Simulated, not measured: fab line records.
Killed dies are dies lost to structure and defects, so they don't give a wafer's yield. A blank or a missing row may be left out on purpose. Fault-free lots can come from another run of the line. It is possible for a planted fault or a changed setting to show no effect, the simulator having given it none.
fab line records + flow berkeley_cmos170
record:
- lots: 13
- wafers: 39
- last_day: 13
route steps=331 shown ACTIVE@77 NSD@193 V2@306 M3@312
lots untouched by any fault: they come from a run of this same line in which no faults occurred
start_h: hours from the record's first day to the start of the lot's first wafer shown + wait_h: how many hours have passed since the lot's step before this one + " as in the row above + L1.1+2: one row covering several wafers at once + - no value present, or no start provided + * or withheld: withheld + < > ~ a bound
route shown NAME@n: a module of which the file shows steps, and the number in the route of the first + usual: mean/standard deviation taken from wafers without a fault + same: alike in all rows + chamber/n: place in a boat + sites: per-site readings + _std_site: the standard deviation of these + _edge_site: inner sites' mean taken away from outer sites' mean + radius_mm: for every site, how far away it sits from the centre of the wafer + mask NAME#n: copy n + behind: the most recent tool/chamber to have shaped the wafer + hold: why the lot went on hold/how many hours it stayed there/how the hold came to an end + device: names the non-switching transistor (n, p or np) + end of line: the tests these same wafers got at the end of their route + for a step that has no rows: nothing shown but its recipe + killed: dies lost to structure and defects at the first sort, not the wafer's yield + map: shows each die of a wafer: x if killed, . if not, _ if none is there
set.NAME: the setting the step ran with; set.NAME@STEP: the setting that earlier step ran with + model.NAME: the simulator's own value behind a step, which no gauge read
steps of the route over a sample of lots; a table a step, a row a wafer
services: a tool's chamber out of use, with start hour (start_h, from the record's first day; less than 0 if before it), hours out, and reason
== steps ==
step: UCB170_ACTIVE_CD_MEAS_90
recipe:
- target_cd_nm: 1200
usual:
- cd_nm: 1200.4/1.4
| lot.wafer | tool      | chamber | start_h | wait_h | cd_nm  |
|-----------|-----------|---------|---------|--------|--------|
| L139.1    | cd_sem-02 | -       | 111.50  | 0.1    | 1201.1 |
| L139.3    | "         | -       | "       | "      | 1202.2 |
| L139.4    | "         | -       | "       | "      | 1201.0 |
| L141.2    | cd_sem-01 | -       | 122.69  | 0.1    | 1200.3 |
| L141.3    | "         | -       | "       | "      | 1200.7 |
| L141.5    | "         | -       | "       | "      | 1201.7 |
| L142.3    | cd_sem-02 | -       | 137.49  | 0.1    | 1199.7 |
| L142.5    | "         | -       | "       | "      | 1198.7 |
| L142.6    | "         | -       | "       | "      | 1199.4 |
| L144.1    | cd_sem-02 | -       | 137.73  | 0.1    | 1202.1 |
| L144.4    | "         | -       | "       | "      | 1203.0 |
| L144.5    | "         | -       | "       | "      | 1204.2 |
| L148.1    | cd_sem-02 | -       | 151.16  | 0.1    | 1201.4 |
| L148.4    | "         | -       | "       | "      | 1201.8 |
| L148.5    | "         | -       | "       | "      | 1201.4 |
| L147.1    | cd_sem-01 | -       | 151.66  | 0.1    | 1200.7 |
| L147.3    | "         | -       | "       | "      | 1199.4 |
| L147.4    | "         | -       | "       | "      | 1200.2 |
| L146.2    | cd_sem-01 | -       | 151.91  | 0.1    | 1201.1 |
| L146.4    | "         | -       | "       | "      | 1200.8 |
| L146.5    | "         | -       | "       | "      | 1199.6 |
| L150.2    | cd_sem-01 | -       | 162.34  | 0.3    | 1200.6 |
| L150.5    | "         | -       | "       | "      | 1202.2 |
| L150.6    | "         | -       | "       | "      | 1200.3 |
| L156.1    | cd_sem-01 | -       | 173.23  | 0.1    | 1199.1 |
| L156.2    | "         | -       | "       | "      | 1199.8 |
| L156.3    | "         | -       | "       | "      | 1198.4 |
| L154.2    | cd_sem-01 | -       | 173.57  | 0.1    | 1200.0 |
| L154.3    | "         | -       | "       | "      | 1200.9 |
| L154.4    | "         | -       | "       | "      | 1201.0 |
| L157.1    | cd_sem-02 | -       | 188.62  | 0.1    | 1201.3 |
| L157.4    | "         | -       | "       | "      | 1201.7 |
| L157.6    | "         | -       | "       | "      | 1199.3 |
| L159.2    | cd_sem-02 | -       | 200.52  | 0.2    | 1199.7 |
| L159.4    | "         | -       | "       | "      | 1199.5 |
| L159.5    | "         | -       | "       | "      | 1199.9 |
| L161.4    | cd_sem-02 | -       | 211.17  | 0.2    | 1202.0 |
| L161.5    | "         | -       | "       | "      | 1201.3 |
| L161.6    | "         | -       | "       | "      | 1200.4 |
step: UCB170_NSD_CD_MEAS_06
recipe:
- target_cd_nm: 1200
usual:
- cd_nm: 1199.8/1.3
| lot.wafer | tool      | chamber | start_h | wait_h | cd_nm  |
|-----------|-----------|---------|---------|--------|--------|
| L139.1    | cd_sem-02 | -       | 184.39  | -      | 1198.7 |
| L139.3    | "         | -       | "       | "      | 1199.5 |
| L139.4    | "         | -       | "       | "      | 1198.0 |
| L141.2    | cd_sem-02 | -       | 197.17  | -      | 1198.8 |
| L141.3    | "         | -       | "       | "      | 1199.0 |
| L141.5    | "         | -       | "       | "      | 1198.2 |
| L142.3    | cd_sem-02 | -       | 206.83  | -      | 1199.6 |
| L142.5    | "         | -       | "       | "      | 1200.5 |
| L142.6    | "         | -       | "       | "      | 1198.9 |
| L144.1    | cd_sem-02 | -       | 207.04  | -      | 1199.5 |
| L144.4    | "         | -       | "       | "      | 1199.1 |
| L144.5    | "         | -       | "       | "      | 1198.7 |
| L146.2    | cd_sem-01 | -       | 223.99  | -      | 1199.0 |
| L146.4    | "         | -       | "       | "      | 1199.4 |
| L146.5    | "         | -       | "       | "      | 1199.5 |
| L148.1    | cd_sem-02 | -       | 224.69  | -      | 1200.0 |
| L148.4    | "         | -       | "       | "      | 1197.8 |
| L148.5    | "         | -       | "       | "      | 1197.8 |
| L147.1    | cd_sem-01 | -       | 225.30  | -      | 1201.3 |
| L147.3    | "         | -       | "       | "      | 1202.1 |
| L147.4    | "         | -       | "       | "      | 1201.1 |
| L150.2    | cd_sem-02 | -       | 238.83  | -      | 1199.8 |
| L150.5    | "         | -       | "       | "      | 1198.8 |
| L150.6    | "         | -       | "       | "      | 1199.5 |
| L154.2    | cd_sem-02 | -       | 252.79  | -      | 1201.2 |
| L154.3    | "         | -       | "       | "      | 1201.2 |
| L154.4    | "         | -       | "       | "      | 1201.7 |
| L156.1    | cd_sem-01 | -       | 252.85  | -      | 1199.9 |
| L156.2    | "         | -       | "       | "      | 1199.5 |
| L156.3    | "         | -       | "       | "      | 1199.1 |
| L157.1    | cd_sem-02 | -       | 262.77  | -      | 1200.5 |
| L157.4    | "         | -       | "       | "      | 1201.1 |
| L157.6    | "         | -       | "       | "      | 1200.3 |
| L159.2    | cd_sem-01 | -       | 277.78  | -      | 1202.0 |
| L159.4    | "         | -       | "       | "      | 1201.0 |
| L159.5    | "         | -       | "       | "      | 1201.1 |
| L161.4    | cd_sem-02 | -       | 287.31  | -      | 1199.5 |
| L161.5    | "         | -       | "       | "      | 1199.8 |
| L161.6    | "         | -       | "       | "      | 1200.7 |
step: UCB170_V2_ETCH_14
recipe:
- chemistry: CHF3/CF4/Ar
- target: SiO2
- stop_on: Al
- CHF3_flow_sccm: 45
- cf4_flow_sccm: 15
- Ar_flow_sccm: 150
- pressure_mtorr: 200
- rf_w: 700
- target_depth_a: 12500
- over_etch_frac: 0.25
- time_s: 291
usual:
- cf4_flow_sccm: 15.00/0.037
- drypump_motor_current_A: 5.8/0.48
- oes_product_au: 0.876/0.015
- rf_fwd_power_W: 698.3/2.3
- throttle_valve_pct: 6.94/0.12
| lot.wafer | tool        | chamber | start_h | wait_h | cf4_flow_sccm | drypump_motor_current_A | oes_product_au | rf_fwd_power_W | rf_hours_counter_h | throttle_valve_pct |
|-----------|-------------|---------|---------|--------|---------------|-------------------------|----------------|----------------|--------------------|--------------------|
| L139.1    | rie_diel-04 | 1       | 205.48  | 0.0    | 14.95         | 4.8                     | 0.895          | 701.3          | 133                | 6.90               |
| L139.3    | "           | 2       | "       | "      | 14.95         | 5.8                     | 0.870          | 699.6          | 18                 | 6.86               |
| L139.4    | "           | 1       | "       | "      | 14.97         | 4.8                     | 0.894          | 699.2          | -                  | 6.91               |
| L141.2    | rie_diel-01 | 3       | 219.69  | 0.0    | 15.04         | 5.8                     | 0.845          | 700.5          | 11                 | 6.81               |
| L141.3    | "           | 1       | "       | "      | 15.03         | 6.0                     | 0.878          | 697.9          | 56                 | 6.90               |
| L141.5    | "           | 3       | "       | "      | 15.01         | 5.9                     | 0.853          | 701.0          | -                  | 6.83               |
| L142.3    | rie_diel-01 | 3       | 231.63  | 0.0    | 14.96         | 5.8                     | 0.852          | 698.8          | 11                 | 6.80               |
| L142.5    | "           | 3       | "       | "      | 14.94         | 5.8                     | 0.853          | 697.5          | -                  | 6.80               |
| L142.6    | "           | 0       | "       | "      | 14.94         | 5.9                     | 0.886          | 698.6          | -                  | 7.16               |
| L144.1    | rie_diel-03 | 0       | 232.27  | 0.0    | 15.02         | 5.6                     | 0.904          | 700.3          | 0                  | 6.75               |
| L144.4    | "           | 1       | "       | "      | 14.99         | 5.9                     | 0.880          | 696.6          | 8                  | 7.10               |
| L144.5    | "           | 2       | "       | "      | 15.05         | 6.2                     | 0.867          | 700.2          | -                  | 6.82               |
| L148.1    | rie_diel-04 | 2       | 246.97  | 0.0    | 15.03         | 5.8                     | 0.867          | 701.2          | 21                 | 6.84               |
| L148.4    | "           | 3       | "       | "      | 15.09         | 5.2                     | 0.878          | 700.9          | 2                  | 7.04               |
| L148.5    | "           | 2       | "       | "      | 15.01         | 5.8                     | 0.872          | 701.6          | -                  | 6.85               |
| L146.2    | rie_diel-01 | 2       | 247.69  | 0.0    | 15.00         | 6.5                     | 0.880          | 700.9          | 83                 | 7.00               |
| L146.4    | "           | 1       | "       | "      | 15.08         | 6.0                     | 0.868          | 695.3          | 58                 | 6.89               |
| L146.5    | "           | 1       | "       | "      | 15.03         | 6.0                     | 0.868          | 698.5          | -                  | 6.91               |
| L147.1    | rie_diel-01 | 3       | 249.71  | 0.0    | 14.99         | 5.8                     | 0.860          | 696.8          | 12                 | 6.80               |
| L147.3    | "           | 1       | "       | "      | 15.00         | 6.0                     | 0.876          | 698.9          | 58                 | 6.89               |
| L147.4    | "           | 0       | "       | "      | 14.99         | 5.9                     | 0.889          | 700.9          | 3                  | 7.16               |
| L150.2    | rie_diel-01 | 2       | 262.91  | 0.0    | 14.96         | 6.5                     | 0.875          | 784.7          | 84                 | 6.99               |
| L150.5    | "           | 1       | "       | "      | 14.98         | 6.0                     | 0.868          | 698.8          | -                  | 6.91               |
| L150.6    | "           | 2       | "       | "      | 15.00         | 6.5                     | 0.876          | 783.3          | -                  | 7.00               |
| L154.2    | rie_diel-04 | 2       | 272.37  | 0.0    | 15.01         | 5.8                     | 0.865          | 699.4          | 23                 | 6.85               |
| L154.3    | "           | 3       | "       | "      | 15.00         | 5.3                     | 0.895          | 697.3          | 4                  | 7.02               |
| L154.4    | "           | 2       | "       | "      | 14.98         | 5.8                     | 0.867          | 698.5          | -                  | 6.84               |
| L156.1    | rie_diel-03 | 3       | 277.79  | 0.0    | 14.96         | 5.7                     | 0.885          | 697.8          | 24                 | 7.00               |
| L156.2    | "           | 0       | "       | "      | 14.94         | 5.5                     | 0.906          | 694.5          | 2                  | 6.74               |
| L156.3    | "           | 2       | "       | "      | 15.07         | 6.2                     | 0.875          | 693.7          | 123                | 6.83               |
| L157.1    | rie_diel-04 | 2       | 286.30  | 0.0    | 14.93         | 5.9                     | 0.860          | 695.9          | 24                 | 6.84               |
| L157.4    | "           | 1       | "       | "      | 14.93         | 4.8                     | 0.892          | 698.9          | 138                | 6.90               |
| L157.6    | "           | 2       | "       | "      | 14.98         | 5.8                     | 0.869          | 695.1          | -                  | 6.84               |
| L159.2    | rie_diel-03 | 3       | 298.16  | 0.0    | 15.00         | 5.7                     | 0.878          | 695.8          | 25                 | 7.00               |
| L159.4    | "           | 0       | "       | "      | 15.05         | 5.6                     | 0.911          | 699.0          | 4                  | 6.75               |
| L159.5    | "           | 3       | "       | "      | 15.01         | 5.7                     | 0.880          | 696.6          | -                  | 7.00               |
| L161.4    | rie_diel-03 | 0       | 311.23  | 0.0    | 15.04         | 5.5                     | 0.898          | 699.1          | 4                  | 6.75               |
| L161.5    | "           | 1       | "       | "      | 14.96         | 5.9                     | 0.876          | 700.5          | -                  | 7.11               |
| L161.6    | "           | 2       | "       | "      | 15.04         | 6.2                     | 0.873          | 697.2          | -                  | 6.82               |
step: UCB170_V2_STRIP_15
recipe:
- chemistry: O2
- power_w: 400
- pressure_mtorr: 3500
- platen_temp_c: withheld
- o2_flow_sccm: 400
- overash_fraction: 0.5
usual:
- drypump_motor_current_A: 5.5/0.56
- oes_product_au: 0.721/0.0046
- strip_time_to_endpoint_s: 15.31/0.094
| lot.wafer | tool            | chamber | start_h | wait_h | drypump_motor_current_A | oes_product_au | rf_hours_counter_h | strip_time_to_endpoint_s |
|-----------|-----------------|---------|---------|--------|-------------------------|----------------|--------------------|--------------------------|
| L139.1    | plasma_asher-04 | 1       | 205.66  | 0.1    | 5.3                     | 0.720          | 10                 | 15.28                    |
| L139.3    | "               | 0       | "       | "      | 6.2                     | 0.714          | -                  | 15.29                    |
| L139.4    | "               | 1       | "       | "      | 5.3                     | 0.725          | -                  | 15.33                    |
| L141.2    | plasma_asher-03 | 0       | 219.87  | 0.1    | 5.2                     | 0.717          | 51                 | 15.26                    |
| L141.3    | "               | 0       | "       | "      | 5.2                     | 0.725          | -                  | 15.29                    |
| L141.5    | "               | 0       | "       | "      | 5.2                     | 0.714          | -                  | 15.33                    |
| L142.3    | plasma_asher-02 | 0       | 231.84  | 0.1    | 4.8                     | 0.715          | -                  | 15.48                    |
| L142.5    | "               | 0       | "       | "      | 4.8                     | 0.721          | -                  | 15.36                    |
| L142.6    | "               | 1       | "       | "      | 5.7                     | 0.722          | -                  | 15.43                    |
| L144.1    | plasma_asher-03 | 1       | 232.45  | 0.1    | 6.5                     | 0.719          | 53                 | 15.26                    |
| L144.4    | "               | 1       | "       | "      | 6.5                     | 0.719          | -                  | 15.16                    |
| L144.5    | "               | 0       | "       | "      | 5.2                     | 0.718          | -                  | 15.20                    |
| L148.1    | plasma_asher-04 | 0       | 247.15  | 0.1    | 6.2                     | 0.721          | 15                 | 15.31                    |
| L148.4    | "               | 1       | "       | "      | 5.4                     | 0.718          | -                  | 15.29                    |
| L148.5    | "               | 0       | "       | "      | 6.2                     | 0.719          | -                  | 15.29                    |
| L146.2    | plasma_asher-02 | 1       | 247.87  | 0.1    | 5.7                     | 0.716          | 42                 | 15.43                    |
| L146.4    | "               | 1       | "       | "      | 5.7                     | 0.722          | -                  | 15.34                    |
| L146.5    | "               | 0       | "       | "      | 4.8                     | 0.720          | -                  | 15.32                    |
| L147.1    | plasma_asher-04 | 1       | 249.89  | 0.1    | 5.3                     | 0.730          | 15                 | 15.49                    |
| L147.3    | "               | 0       | "       | "      | 6.2                     | 0.726          | -                  | 15.39                    |
| L147.4    | "               | 1       | "       | "      | 5.4                     | 0.724          | -                  | 15.25                    |
| L150.2    | plasma_asher-02 | 1       | 263.09  | 0.1    | 5.7                     | 0.717          | 44                 | 14.91                    |
| L150.5    | "               | 1       | "       | "      | 5.7                     | 0.727          | -                  | 15.24                    |
| L150.6    | "               | 0       | "       | "      | 4.8                     | 0.721          | -                  | 14.86                    |
| L154.2    | plasma_asher-02 | 0       | 272.55  | 0.1    | 4.8                     | 0.720          | 45                 | 15.28                    |
| L154.3    | "               | 0       | "       | "      | 4.8                     | 0.722          | -                  | 15.25                    |
| L154.4    | "               | 1       | "       | "      | 5.7                     | 0.732          | -                  | 15.22                    |
| L156.1    | plasma_asher-02 | 0       | 277.97  | 0.1    | 4.8                     | 0.718          | 46                 | 15.17                    |
| L156.2    | "               | 1       | "       | "      | 5.7                     | 0.719          | 46                 | 15.16                    |
| L156.3    | "               | 0       | "       | "      | 4.8                     | 0.718          | -                  | 15.17                    |
| L157.1    | plasma_asher-02 | 0       | 286.48  | 0.1    | 4.8                     | 0.720          | 47                 | 15.29                    |
| L157.4    | "               | 1       | "       | "      | 5.7                     | 0.724          | -                  | 15.34                    |
| L157.6    | "               | 1       | "       | "      | 5.7                     | 0.719          | -                  | 15.26                    |
| L159.2    | plasma_asher-04 | 0       | 298.34  | 0.1    | 6.2                     | 0.725          | 22                 | 15.23                    |
| L159.4    | "               | 1       | "       | "      | 5.3                     | 0.725          | -                  | 15.26                    |
| L159.5    | "               | 0       | "       | "      | 6.2                     | 0.720          | -                  | 15.24                    |
| L161.4    | plasma_asher-02 | 1       | 311.45  | 0.1    | 5.7                     | 0.719          | -                  | 15.28                    |
| L161.5    | "               | 0       | "       | "      | 4.8                     | 0.723          | -                  | 15.30                    |
| L161.6    | "               | 1       | "       | "      | 5.7                     | 0.715          | -                  | 15.18                    |
step: UCB170_M3_THK_MEAS_03
recipe:
- thk_meas_gauge: xrf
- reads: Al_of_M3_SPUTTER_01
usual:
- M3_AL_THK: 900/11
| lot.wafer | tool          | chamber | start_h | wait_h | M3_AL_THK[nm] |
|-----------|---------------|---------|---------|--------|---------------|
| L139.1    | film_metro-04 | -       | 206.17  | 0.1    | 890           |
| L139.3    | "             | -       | "       | "      | 878           |
| L139.4    | "             | -       | "       | "      | 912           |
| L141.2    | film_metro-03 | -       | 220.37  | 0.1    | 889           |
| L141.3    | "             | -       | "       | "      | 905           |
| L141.5    | "             | -       | "       | "      | 884           |
| L142.3    | film_metro-04 | -       | 232.32  | 0.1    | 907           |
| L142.5    | "             | -       | "       | "      | 916           |
| L142.6    | "             | -       | "       | "      | 896           |
| L144.1    | film_metro-01 | -       | 233.02  | 0.1    | 904           |
| L144.4    | "             | -       | "       | "      | 905           |
| L144.5    | "             | -       | "       | "      | 912           |
| L148.1    | film_metro-01 | -       | 247.64  | 0.1    | 907           |
| L148.4    | "             | -       | "       | "      | 905           |
| L148.5    | "             | -       | "       | "      | 902           |
| L146.2    | film_metro-03 | -       | 248.38  | 0.1    | 908           |
| L146.4    | "             | -       | "       | "      | 909           |
| L146.5    | "             | -       | "       | "      | 896           |
| L147.1    | film_metro-01 | -       | 250.38  | 0.1    | 911           |
| L147.3    | "             | -       | "       | "      | 905           |
| L147.4    | "             | -       | "       | "      | 910           |
| L150.2    | film_metro-01 | -       | 263.59  | 0.1    | 905           |
| L150.5    | "             | -       | "       | "      | 902           |
| L150.6    | "             | -       | "       | "      | 906           |
| L154.2    | film_metro-03 | -       | 273.05  | 0.1    | 904           |
| L154.3    | "             | -       | "       | "      | 900           |
| L154.4    | "             | -       | "       | "      | 900           |
| L156.1    | film_metro-04 | -       | 278.46  | 0.1    | 903           |
| L156.2    | "             | -       | "       | "      | 908           |
| L156.3    | "             | -       | "       | "      | 901           |
| L157.1    | film_metro-01 | -       | 286.98  | 0.1    | 933           |
| L157.4    | "             | -       | "       | "      | 904           |
| L157.6    | "             | -       | "       | "      | 910           |
| L159.2    | film_metro-04 | -       | 298.86  | 0.1    | 891           |
| L159.4    | "             | -       | "       | "      | 881           |
| L159.5    | "             | -       | "       | "      | 886           |
| L161.4    | film_metro-03 | -       | 311.95  | 0.1    | 903           |
| L161.5    | "             | -       | "       | "      | 905           |
| L161.6    | "             | -       | "       | "      | 902           |
== services ==
| tool            | chamber | start_h | hours | kind           |
|-----------------|---------|---------|-------|----------------|
| plasma_asher-04 | -       | 186.58  | 0.7   | repair         |
| rie_diel-04     | 3       | 189.46  | -     | clean          |
| rie_diel-04     | 3       | 189.46  | 16.9  | scheduled_down |
| rie_diel-04     | 3       | 189.46  | 16.9  | vent_cycle     |
| plasma_asher-04 | -       | 195.97  | 0.4   | repair         |
| rie_diel-03     | 0       | 205.16  | -     | clean          |
| rie_diel-03     | 0       | 205.16  | 26.5  | scheduled_down |
| rie_diel-03     | 0       | 205.16  | 26.5  | vent_cycle     |
| plasma_asher-04 | -       | 228.22  | 4.3   | repair         |
| plasma_asher-03 | -       | 242.39  | 0.5   | repair         |
| rie_diel-04     | 0       | 262.90  | 17.8  | repair         |
| rie_diel-04     | 1       | 288.09  | 11.5  | repair         |
| plasma_asher-02 | -       | 289.54  | 1.4   | repair         |
| rie_diel-04     | 1       | 299.64  | -     | clean          |
| rie_diel-03     | 3       | 299.65  | 8.5   | repair         |
== key ==
first_sign:
- step: UCB170_V2_ETCH_14
- reading: rf_fwd_power_W
- direction: up
- sigmas: 38
- usual: 698.3
- struck: 784.0
effect:
- step: UCB170_V2_STRIP_15
- reading: strip_time_to_endpoint_s
- direction: down
- sigmas: 4.6
- usual: *
- struck: *
met_at UCB170_V2_ETCH_14
struck_lots L150
struck_wafers L150.2,L150.6
not_acting_at UCB170_ACTIVE_CD_MEAS_90,UCB170_NSD_CD_MEAS_06,UCB170_M3_THK_MEAS_03
onset_between 247.69 262.91
fault:
- kind: process_parameter_drift
- tool: rie_diel-01
- chamber: 2
- onset_h: 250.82
- steps: UCB170_V2_ETCH_14
- channel: rf_w
- offset: 84
- shape: step
- end_h: 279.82
- acts_in: these_recipes_only
- stated: 700
